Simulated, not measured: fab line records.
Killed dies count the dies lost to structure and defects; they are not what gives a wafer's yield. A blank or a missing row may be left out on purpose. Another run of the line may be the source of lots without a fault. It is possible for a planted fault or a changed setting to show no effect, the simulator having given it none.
Which tool was responsible? + flow rit_cmos + 14 lots, 42 wafers sampled, at 6 steps of a route of 202

WHAT EACH GAUGE READ, for each wafer
RIT_PLDD_OVL_MEAS_06.
| lot  | measured    | on         | PLDD_OVL (nm)  |
|------|-------------|------------|----------------|
| L273 | day 2 23:46 | overlay-02 | -0.2 -0.8 0.2  |
| L274 | day 3 05:32 | overlay-01 | 0.4 1.4 0.2    |
| L275 | day 3 15:41 | overlay-02 | 2.2 1.7 2.7    |
| L276 | day 3 20:18 | overlay-01 | 1.1 -0.8 0.0   |
| L278 | day 4 05:43 | overlay-02 | 2.0 0.9 0.4    |
| L279 | day 4 12:31 | overlay-02 | -1.4 -1.3 -1.5 |
| L281 | day 4 20:10 | overlay-01 | -0.2 2.7 2.3   |
| L282 | day 4 23:51 | overlay-02 | -1.0 -1.8 1.0  |
| L284 | day 5 07:47 | overlay-01 | -0.7 -0.2 -0.5 |
| L287 | day 6 00:49 | overlay-02 | 0.7 0.2 3.3    |
| L288 | day 6 03:23 | overlay-02 | -1.5 -1.1 -0.9 |
| L290 | day 6 13:23 | overlay-01 | 0.5 -0.3 3.5   |
| L291 | day 6 18:17 | overlay-02 | 0.0 -0.1 0.9   |
| L295 | day 7 10:53 | overlay-01 | 0.1 1.3 1.1    |

RIT_PLDD_TW_MEAS_10.
| lot  | measured    | on            | PLDD_TW                       |
|------|-------------|---------------|-------------------------------|
| L273 | day 3 00:17 | film_metro-04 | 2362 2368 2360                |
| L274 | day 3 06:04 | film_metro-04 | 2357 2360 2348                |
| L275 | day 3 16:11 | film_metro-04 | 2366 2383 2369                |
| L276 | day 3 20:49 | film_metro-02 | 2333 2314 2324                |
| L278 | day 4 06:13 | film_metro-04 | 2380 2367 2389                |
| L279 | day 4 13:03 | film_metro-02 | 2317 2332 2328                |
| L281 | day 4 20:41 | film_metro-04 | 2381 2386 2371                |
| L282 | day 5 00:34 | film_metro-04 | 2394 2390 2384                |
| L284 | day 5 08:19 | film_metro-03 | 2521 2523 2517 2523 2530 2523 |
| L287 | day 6 01:20 | film_metro-04 | 2569 2588 2577 2569 2574 2575 |
| L288 | day 6 03:54 | film_metro-03 | 2333 2329 2329                |
| L290 | day 6 13:54 | film_metro-02 | 2320 2318 2317                |
| L291 | day 6 18:48 | film_metro-03 | 2316 2326 2319                |
| L295 | day 7 11:24 | film_metro-02 | 2327 2301 2314                |

RIT_SDANNEAL_RS_MEAS_05: measures by four-point-probe.
| lot  | measured    | on            | NSD_RS (ohm/sq) |
|------|-------------|---------------|-----------------|
| L273 | day 3 06:36 | film_metro-03 | 84.1 84.5 84.4  |
| L274 | day 3 12:09 | film_metro-03 | 84.1 84.0 84.4  |
| L275 | day 3 22:16 | film_metro-02 | 84.2 84.5 84.1  |
| L276 | day 4 03:05 | film_metro-03 | 84.4 84.5 84.6  |
| L278 | day 4 12:26 | film_metro-03 | 84.7 84.8 84.4  |
| L279 | day 4 19:07 | film_metro-03 | 84.5 84.6 84.4  |
| L281 | day 5 03:58 | film_metro-04 | 84.0 84.0 84.3  |
| L282 | day 5 06:55 | film_metro-04 | 84.5 84.3 84.4  |
| L284 | day 6 00:01 | film_metro-03 | 84.3 84.1 84.2  |
| L287 | day 6 11:10 | film_metro-03 | 84.4 84.3 84.2  |
| L288 | day 6 10:01 | film_metro-03 | 84.5 84.8 84.8  |
| L290 | day 6 20:04 | film_metro-02 | 84.4 84.6 84.7  |
| L291 | day 7 00:53 | film_metro-02 | 84.4 84.4 84.5  |
| L295 | day 7 17:22 | film_metro-02 | 85.3 85.5 85.3  |

RIT_SDANNEAL_RS_MEAS_06: measures by four-point-probe.
| lot  | measured    | on            | PLDD_RS (ohm/sq)                    |
|------|-------------|---------------|-------------------------------------|
| L273 | day 3 06:43 | film_metro-03 | 179.4 178.6 178.5                   |
| L274 | day 3 12:16 | film_metro-03 | 178.2 178.5 178.6                   |
| L275 | day 3 22:23 | film_metro-02 | 179.1 178.3 178.4                   |
| L276 | day 4 03:13 | film_metro-03 | 178.8 179.9 179.3                   |
| L278 | day 4 12:34 | film_metro-03 | 179.3 178.5 178.6                   |
| L279 | day 4 19:14 | film_metro-03 | 177.9 177.8 177.9                   |
| L281 | day 5 04:05 | film_metro-04 | 179.0 178.6 178.4                   |
| L282 | day 5 07:02 | film_metro-04 | 178.5 178.9 178.4                   |
| L284 | day 6 00:08 | film_metro-03 | 160.2 160.1 160.3 160.1 159.7 160.4 |
| L287 | day 6 11:17 | film_metro-03 | 160.2 160.0 160.3 160.6 160.1 160.3 |
| L288 | day 6 10:08 | film_metro-03 | 178.4 178.3 178.6                   |
| L290 | day 6 20:11 | film_metro-02 | 179.2 179.0 178.7                   |
| L291 | day 7 01:00 | film_metro-02 | 179.3 179.4 179.1                   |
| L295 | day 7 17:29 | film_metro-02 | 178.3 178.8 178.9                   |

WHICH TOOL RAN EACH LOT (tool, then ch and the chambers of the sampled wafers, then the start)
| lot  | RIT_PLDD_IMPLANT_08            | RIT_SDANNEAL_RTA_03             |
|------|--------------------------------|---------------------------------|
| L273 | implanter-01 ch 0, day 2 23:58 | rtp_anneal-01 ch 0, day 3 06:25 |
| L274 | implanter-04 ch 0, day 3 05:44 | rtp_anneal-02 ch 0, day 3 11:55 |
| L275 | implanter-01 ch 0, day 3 15:52 | rtp_anneal-01 ch 0, day 3 22:06 |
| L276 | implanter-01 ch 0, day 3 20:31 | rtp_anneal-02 ch 0, day 4 02:51 |
| L278 | implanter-04 ch 0, day 4 05:54 | rtp_anneal-02 ch 0, day 4 12:16 |
| L279 | implanter-04 ch 0, day 4 12:44 | rtp_anneal-01 ch 0, day 4 18:56 |
| L281 | implanter-01 ch 0, day 4 20:22 | rtp_anneal-01 ch 0, day 5 03:47 |
| L282 | implanter-01 ch 0, day 5 00:17 | rtp_anneal-02 ch 0, day 5 06:43 |
| L284 | implanter-04 ch 0, day 5 08:01 | rtp_anneal-02 ch 0, day 5 23:49 |
| L287 | implanter-04 ch 0, day 6 01:01 | rtp_anneal-01 ch 0, day 6 10:59 |
| L288 | implanter-01 ch 0, day 6 03:35 | rtp_anneal-02 ch 0, day 6 09:49 |
| L290 | implanter-03 ch 0, day 6 13:35 | rtp_anneal-02 ch 0, day 6 19:53 |
| L291 | implanter-03 ch 0, day 6 18:29 | rtp_anneal-01 ch 0, day 7 00:41 |
| L295 | implanter-03 ch 0, day 7 11:05 | rtp_anneal-01 ch 0, day 7 17:11 |
- RIT_PLDD_IMPLANT_08
- RIT_SDANNEAL_RTA_03: time 5 s.

WHAT THE TOOLS THEMSELVES READ (means of the sampled wafers that have a number; where no wafer has one, the mark that the record gives instead)
RIT_PLDD_IMPLANT_08.
| lot  | tool         | dose_ions_cm2 | faraday_current_uA |
|------|--------------|---------------|--------------------|
| L273 | implanter-01 | 9.005e+14     | 2791               |
| L274 | implanter-04 | 9.008e+14     | 2834               |
| L275 | implanter-01 | 9.005e+14     | 2819               |
| L276 | implanter-01 | 9.011e+14     | 2797               |
| L278 | implanter-04 | 8.988e+14     | 2796               |
| L279 | implanter-04 | 9.005e+14     | 2835               |
| L281 | implanter-01 | 8.994e+14     | 2814               |
| L282 | implanter-01 | 9.001e+14     | 2831               |
| L284 | implanter-04 | 1.262e+15     | 4071               |
| L287 | implanter-04 | 1.262e+15     | 3960               |
| L288 | implanter-01 | 8.999e+14     | 2810               |
| L290 | implanter-03 | 8.998e+14     | 2811               |
| L291 | implanter-03 | 9.010e+14     | 2840               |
| L295 | implanter-03 | 9.006e+14     | 2755               |

RIT_SDANNEAL_RTA_03.
| lot  | tool          | wafer_temp_C_max |
|------|---------------|------------------|
| L273 | rtp_anneal-01 | 1053.8           |
| L274 | rtp_anneal-02 | 1052.5           |
| L275 | rtp_anneal-01 | 1053.0           |
| L276 | rtp_anneal-02 | 1054.1           |
| L278 | rtp_anneal-02 | 1052.4           |
| L279 | rtp_anneal-01 | 1052.6           |
| L281 | rtp_anneal-01 | 1054.7           |
| L282 | rtp_anneal-02 | 1054.1           |
| L284 | rtp_anneal-02 | 1053.5           |
| L287 | rtp_anneal-01 | 1053.2           |
| L288 | rtp_anneal-02 | 1052.5           |
| L290 | rtp_anneal-02 | 1053.7           |
| L291 | rtp_anneal-01 | 1053.5           |
| L295 | rtp_anneal-01 | 1052.9           |

THE ANSWER, worked out from the rows above alone
Rule: usual is defined by the lots themselves. Put in order of their means at a reading, lots are off if they are a third of the lots or fewer, leave a main group of 4 or more, and stand apart from it by a gap of 3 or more times the standard deviation of the main group's means; of several such gaps the widest counts. A main group whose means are all the same, to the digits that the tables above print for the reading, isn't used. Also off: a lot with no number at a reading for which 4 or more lots have one. Any other lot the step has rows for is counted as sound. After the gauges, taken in route order, come the tools' own readings; for these a lot's mean is taken, as printed above. The first step at which some lot is off is used, and at that step the reading that is off furthest; a lot without a number counts as furthest.
Off: L284, L287, seen at RIT_PLDD_TW_MEAS_10 (PLDD_TW). Main group: mean 2348, sd 27.
A tool fits if, at a process step before that reading, it ran every lot that is off, and no sound lot after the first of them. The gauges at RIT_PLDD_TW_MEAS_10 aren't tried: what is off there is off at RIT_PLDD_IMPLANT_08 too, on other tools, and a gauge's error can't cause that. One fits: RIT_PLDD_IMPLANT_08 on implanter-04. Its last sound lot is L279 (day 4 12:44), its first lot that is off L284 (day 5 08:01): a fault that began between those two fits.
The tool's own readings at RIT_PLDD_IMPLANT_08 bear it out: on the lots that are off they differ by more than 5 times the standard deviation of the sound lots' means. dose_ions_cm2 reads 1.262e+15 there against 9.002e+14 on the sound lots; faraday_current_uA reads 4016 there against 2811 on the sound lots.

WHAT HAD BEEN PUT IN BY THE SIMULATOR
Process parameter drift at RIT_PLDD_IMPLANT_08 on implanter-04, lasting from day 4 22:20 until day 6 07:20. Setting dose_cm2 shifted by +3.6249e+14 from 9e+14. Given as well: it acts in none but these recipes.
Lots struck among those shown: L284, L287. The rule given above showed the same thing.
